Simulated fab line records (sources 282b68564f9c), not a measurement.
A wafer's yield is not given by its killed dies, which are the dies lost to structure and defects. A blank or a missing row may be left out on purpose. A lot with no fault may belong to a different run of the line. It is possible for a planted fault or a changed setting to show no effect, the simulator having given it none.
Which tool is to blame? + flow ritCmos + 14 lots, 42 wafers sampled, at 2 steps of a route of 202

== WHAT THE GAUGES SHOWED, per wafer ==
RIT_CONTACT_OVL_MEAS_09.
| lot  | measured    | on         | CONTACT_OVL (nm)  |
|------|-------------|------------|-------------------|
| L497 | day 3 04:25 | overlay-02 | 0.5 -0.1 0.3      |
| L498 | day 3 08:35 | overlay-01 | -1.0 -0.7 -2.0    |
| L500 | day 3 21:04 | overlay-01 | -0.5 -0.8 1.2     |
| L501 | day 4 01:05 | overlay-01 | 1.4 1.4 1.7       |
| L502 | day 4 05:51 | overlay-02 | -2.8 -4.5 -2.6    |
| L504 | day 4 17:32 | overlay-01 | 0.0 -0.8 -0.3     |
| L507 | day 5 18:35 | overlay-01 | -0.7 0.5 0.8      |
| L509 | day 5 19:52 | overlay-02 | 239.8 241.1 238.9 |
| L510 | day 6 08:31 | overlay-02 | 0.4 -0.9 0.9      |
| L512 | day 6 17:15 | overlay-02 | 238.2 237.3 238.3 |
| L513 | day 6 17:29 | overlay-02 | -0.3 0.5 0.4      |
| L514 | day 6 23:29 | overlay-01 | 1.2 0.5 -0.7      |
| L516 | day 7 07:53 | overlay-02 | -0.2 0.2 -1.0     |
| L519 | day 7 19:17 | overlay-01 | -1.7 -2.2 -2.3    |

== WHAT TOOL EACH LOT RAN ON (gives the tool, then ch and the chambers of the sampled wafers, and finally the start) ==
| lot  | RIT_CONTACT_EXPOSE_05             |
|------|-----------------------------------|
| L497 | ilineStepper-01 ch 0, day 3 03:40 |
| L498 | ilineStepper-02 ch 0, day 3 07:56 |
| L500 | ilineStepper-02 ch 0, day 3 20:26 |
| L501 | ilineStepper-02 ch 0, day 4 00:27 |
| L502 | ilineStepper-01 ch 0, day 4 05:08 |
| L504 | ilineStepper-02 ch 0, day 4 16:54 |
| L507 | ilineStepper-02 ch 0, day 5 17:58 |
| L509 | ilineStepper-01 ch 0, day 5 19:14 |
| L510 | ilineStepper-02 ch 0, day 6 07:52 |
| L512 | ilineStepper-01 ch 0, day 6 16:38 |
| L513 | ilineStepper-02 ch 0, day 6 16:50 |
| L514 | ilineStepper-02 ch 0, day 6 22:52 |
| L516 | ilineStepper-02 ch 0, day 7 07:17 |
| L519 | ilineStepper-02 ch 0, day 7 18:41 |
- RIT_CONTACT_EXPOSE_05: exposes mask M11, target cd 1000 nm.

== AS READ BY THE TOOLS THEMSELVES (means over the sampled wafers that have a number; for cases with no such wafer, the mark the record gives instead) ==
The record holds no such reading with a usual standard deviation.

== THE ANSWER, worked out from the rows above alone ==
Rule: the usual values come from the lots themselves. Put in order of their means at a reading, lots are off if they are a third of the lots or fewer, leave a main group of 4 or more, and stand apart from it by a gap of 3 or more times the standard deviation of the main group's means; of several such gaps the widest counts. Not used: any main group whose means are identical at the precision the tables above print for the reading. A lot without any number at a reading at which 4 lots or more have one is off too. Any other lot the step has rows for is counted as sound. The gauges are gone through in route order, then the tools' own readings, and for those a lot's mean is taken as printed above. At the first step where some lot is off, the reading lying furthest off is the one used; lots without a number count as furthest.
Off: L509, L512, seen at RIT_CONTACT_OVL_MEAS_09 (CONTACT_OVL). For the main group the mean is -0.4 nm and the standard deviation 1.2.
A tool fits if, at a process step before that reading, it ran every lot that is off, and no sound lot after the first of them. The gauges at RIT_CONTACT_OVL_MEAS_09 are tried like those tools. One fits: ilineStepper-01 at RIT_CONTACT_EXPOSE_05. A fault onset in the window from L502 (day 4 05:08, its last sound lot) to L509 (day 5 19:14, its first lot off) fits.

== WHAT HAD BEEN PUT IN BY THE SIMULATOR ==
Scanner matching overlay: ilineStepper-01, from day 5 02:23 on, at RIT_CONTACT_EXPOSE_05. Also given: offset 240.
Shown lots that were struck: L509, L512. The rule above reached the same finding.
